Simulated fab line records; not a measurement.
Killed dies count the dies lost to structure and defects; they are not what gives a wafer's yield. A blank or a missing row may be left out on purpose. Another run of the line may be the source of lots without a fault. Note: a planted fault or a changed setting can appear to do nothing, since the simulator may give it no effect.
Split-lot study + flow berkeley cmos170 + route with 331 steps; 5 lots, 23 wafers read

THE SPLIT
At UCB170_PFIELD_IMPLANT_07, the setting energy kev was moved away from the recipe's 80 on 9 of the 23 wafers read, by -4.5% to +5.2%. This setting was run at the recipe's value on the other wafers.

The reading is taken at the split's own step.

THE READING
implant.drp nm (the simulator's own value, which no gauge read), in nm, at UCB170_PFIELD_IMPLANT_07. No usual value for it is given in the file.

| wafer  | tool, chamber at the split | energy kev as run | against the recipe | implant.drp nm, nm | against lot-mates on the recipe |
|--------|----------------------------|-------------------|--------------------|--------------------|---------------------------------|
| L074.1 | implanter-03, 0            | 80                | recipe             | 74.86              | -                               |
| L074.2 | implanter-03, 0            | 80                | recipe             | 74.86              | -                               |
| L074.6 | implanter-03, 0            | 80                | recipe             | 74.86              | -                               |
| L074.3 | implanter-03, 0            | 82.59             | +3.2%              | 75.99              | +1.13                           |
| L074.4 | implanter-03, 0            | 82.59             | +3.2%              | 75.99              | +1.13                           |
| L076.1 | implanter-03, 0            | 80                | recipe             | 74.86              | -                               |
| L076.3 | implanter-03, 0            | 80                | recipe             | 74.86              | -                               |
| L076.4 | implanter-03, 0            | 80                | recipe             | 74.86              | -                               |
| L076.2 | implanter-03, 0            | 78.05             | -2.4%              | 73.97              | -0.89                           |
| L076.6 | implanter-03, 0            | 78.05             | -2.4%              | 73.97              | -0.89                           |
| L079.1 | implanter-03, 0            | 84.13             | +5.2%              | 76.63              | +1.77                           |
| L079.3 | implanter-03, 0            | 84.13             | +5.2%              | 76.63              | +1.77                           |
| L079.4 | implanter-03, 0            | 80                | recipe             | 74.86              | -                               |
| L079.5 | implanter-03, 0            | 80                | recipe             | 74.86              | -                               |
| L079.6 | implanter-03, 0            | 80                | recipe             | 74.86              | -                               |
| L080.1 | implanter-01, 0            | 76.4              | -4.5%              | 73.2               | -1.66                           |
| L080.3 | implanter-01, 0            | 76.4              | -4.5%              | 73.2               | -1.66                           |
| L080.6 | implanter-01, 0            | 76.4              | -4.5%              | 73.2               | -1.66                           |
| L080.4 | implanter-01, 0            | 80                | recipe             | 74.86              | -                               |
| L080.5 | implanter-01, 0            | 80                | recipe             | 74.86              | -                               |
| L082.1 | implanter-01, 0            | 80                | recipe             | 74.86              | -                               |
| L082.3 | implanter-01, 0            | 80                | recipe             | 74.86              | -                               |
| L082.4 | implanter-01, 0            | 80                | recipe             | 74.86              | -                               |

THE FIT
A straight line over all 23 wafers: implant.drp nm changes by +0.356 nm for each +1% of energy kev; r = +1.00; the points scatter about the line by 0.026 nm.
The same after taking each lot's own level away (the mean of its wafers on the recipe; 23 wafers): +0.356 nm for each +1%; r = +1.00; scatter 0.026 nm.
According to that fit, moving energy kev by its largest amount changes the reading by 1.8 nm.
The lots' own levels span 74.860 to 74.860 nm.
The two slopes agree, so the slope changes little with the lot-to-lot level.
Check: with one of the wafers moved furthest among these (+5.2%) left out of the fit, the line predicts +1.84 nm for it against its lot-mates. Against them it came out at +1.77 nm.

ADDITIONAL SPLITS CARRIED BY THESE WAFERS
Other splits were also applied to these wafers ahead of the reading. Each is held against what the fit with the lots' levels taken away leaves over:
| other split on the same wafers      | wafers away from the commonest value | r with implant.drp nm (lot level and that fit taken away) |
|-------------------------------------|--------------------------------------|-----------------------------------------------------------|
| UCB170_START_OXIDATION_02 temp c    | 10                                   | +0.05                                                     |
| UCB170_NWELL_COAT_07 spin rpm       | 11                                   | +0.20                                                     |
| UCB170_NWELL_ETCH_13 time s         | 11                                   | -0.15                                                     |
| UCB170_PWELL_OXIDATION_02 ox time s | 15                                   | -0.17                                                     |

THE WHOLE CHAIN: every reading that the file lists as answering this split, in the file's order
| step                     | what it does | reading                                                         | change (the file's fit)               | r (the file's) |
|--------------------------|--------------|-----------------------------------------------------------------|---------------------------------------|----------------|
| UCB170_PFIELD_IMPLANT_07 |              | implant.rp nm (the simulator's own value, which no gauge read)  | +2.13 nm for each +1% of the setting  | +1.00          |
| UCB170_PFIELD_IMPLANT_07 |              | implant.drp nm (the simulator's own value, which no gauge read) | +0.355 nm for each +1% of the setting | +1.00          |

FILE'S OWN FIT
implant.drp nm changes by +0.355 nm for each +1% of energy kev, r = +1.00.
